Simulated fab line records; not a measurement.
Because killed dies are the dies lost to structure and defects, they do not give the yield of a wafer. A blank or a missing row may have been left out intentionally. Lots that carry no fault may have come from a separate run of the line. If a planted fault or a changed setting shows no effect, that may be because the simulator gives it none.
2 desks looking at one fault -- flow berkeleyCmos170 -- each desk holds nothing but its own numbers, with what lay behind them at the end

== THE METROLOGY DESK ==
What the gauges read for every lot (on any tool): the sampled wafers with a number, averaged. A lot is out of limits, marked OUT, if its mean lies more than 4 standard deviations from the usual mean; the brackets give that distance.
Columns: A = FIELD_OXIDE_LEFT_1_THK at UCB170_FIELD_THK_MEAS_90, usual 443 nm; B = V1_OVL at UCB170_V1_OVL_MEAS_13, usual 3 nm
lot,first seen here,A,B
L560,day 6 01:06,437,4
L562,day 6 01:06,453,3
L563,day 6 22:19,455,11
L566,day 6 22:19,452,1
L567,day 7 07:24,433,-3
L575,day 8 08:08,440,-3
L573,day 8 08:08,439,5
L576,day 9 02:20,446,2
L579,day 10 07:19,429,-0
L577,day 10 07:20,444,-4
L582,day 10 19:11,453,1
L583,day 10 19:11,447,3
This desk's verdict: no lot among the 12 shows anything out of limits.

== AT THE TOOL OWNER'S DESK: furnace-01 ==
The tool's own readings at UCB170_PWELL_OXIDATION_02 (target thk 26.4 nm, ox time 1260 s): means of the sampled wafers that have a number, for each lot that ran on this tool. A lot is out of limits, marked OUT, if its mean lies more than 4 standard deviations from the usual mean; the brackets give that distance.
Columns: A = oxTempC at UCB170_PWELL_OXIDATION_02, usual 1000.0 C; B = oxTempCMax at UCB170_PWELL_OXIDATION_02, usual 1004.5; C = spikeTcCentreC at UCB170_PWELL_OXIDATION_02, usual 1002.6 C
lot,first seen here,A,B,C
L562,day 3 14:05,1000.0,1003.7,1001.9
L573,day 5 17:37,999.9,1003.0,1001.7
L575,day 5 17:37,1000.3,1003.9,1001.4
L582,day 7 14:17,999.9,1003.4,1001.5
L583,day 7 14:17,999.6,1003.4,1002.0
This desk's verdict: no lot among the 5 shows anything out of limits.

== BROUGHT TOGETHER ==
From the metrology desk's view, nothing was out of limits.
The desk of the tool owner found nothing out of limits.

== WHAT WAS PUT IN BY THE SIMULATOR ==
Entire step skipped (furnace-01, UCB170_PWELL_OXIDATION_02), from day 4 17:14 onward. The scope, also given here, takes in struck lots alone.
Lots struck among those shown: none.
